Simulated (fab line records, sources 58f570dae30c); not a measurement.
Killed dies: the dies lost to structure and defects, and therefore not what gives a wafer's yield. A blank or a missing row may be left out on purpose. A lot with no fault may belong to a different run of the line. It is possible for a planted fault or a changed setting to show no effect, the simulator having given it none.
A single fault, viewed from 2 desks ; flow berkeley cmos170 ; only its own numbers are on each desk; what lay behind them is given at the end

AT THE METROLOGY DESK
Means of the sampled wafers that have a number, per lot and without regard to the tool the lot ran on: this is what the gauges read. The brackets show how far a lot's mean lies from the usual mean; more than 4 standard deviations puts the lot out of limits, marked OUT.
Columns: A = NLDD_OVL at UCB170_NLDD_OVL_MEAS_07, usual 2 nm; B = V1_TEOS_THK at UCB170_V1_THK_MEAS_01, usual 2001 nm
lot;first seen here;A;B
L425;day 6 06:23;-2;2014
L426;day 6 12:53;6;1995
L429;day 7 08:32;3;2014
L430;day 7 11:29;6;2009
L431;day 7 11:49;1;1967
L432;day 8 04:10;1;2011
L433;day 8 14:08;-6;2025
L436;day 9 02:38;3;2021
L438;day 9 07:19;3;1996
L439;day 9 07:33;1;1512 (-19) OUT
L441;day 9 16:52;3;1505 (-19) OUT
L445;day 10 18:44;4;1987
L446;day 11 02:30;-6;2004
L447;day 11 02:53;6;2005
Finding of this desk: L439, L441 out of limits, first seen on L439 at day 10 06:35 (V1_TEOS_THK at UCB170_V1_THK_MEAS_01). In limits: L425, L426, L429, L430, L431, L432, L433, L436, L438, L445, L446, L447.

DESK OF THE TOOL OWNER: pecvd-04
The tool's own readings at UCB170_V1_CVD_00 (deposits SiO2 from TEOS/O2, target thk 2000 nm, time 250 s): means of the sampled wafers that have a number, for each lot that ran on this tool. The brackets show how far a lot's mean lies from the usual mean; more than 4 standard deviations puts the lot out of limits, marked OUT.
Columns: A = heater power w at UCB170_V1_CVD_00, usual 260 W
lot;first seen here;A
L425;day 7 04:43;276
L430;day 8 15:52;313
L432;day 9 06:38;289
L436;day 10 01:10;296
L439;day 10 06:26;315
L441;day 10 16:46;267
Result from this desk: across the 6 lots, nothing is out of limits.

BROUGHT TOGETHER
On L439, L441, the metrology desk was in a position to raise an alarm at day 10 06:35.
The desk of the tool owner found nothing out of limits.
Tool owner's desk: L439, L441 on record, inside its limits.
Of the lots named, all ran UCB170_V1_CVD_00 on pecvd-04.

WHAT THE SIMULATOR HAD INSERTED
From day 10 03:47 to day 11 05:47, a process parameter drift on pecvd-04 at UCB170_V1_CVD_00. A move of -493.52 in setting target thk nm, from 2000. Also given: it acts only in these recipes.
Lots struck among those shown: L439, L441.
Delay in hours, fault start to first out-of-limits reading, per desk: metrology desk 3.
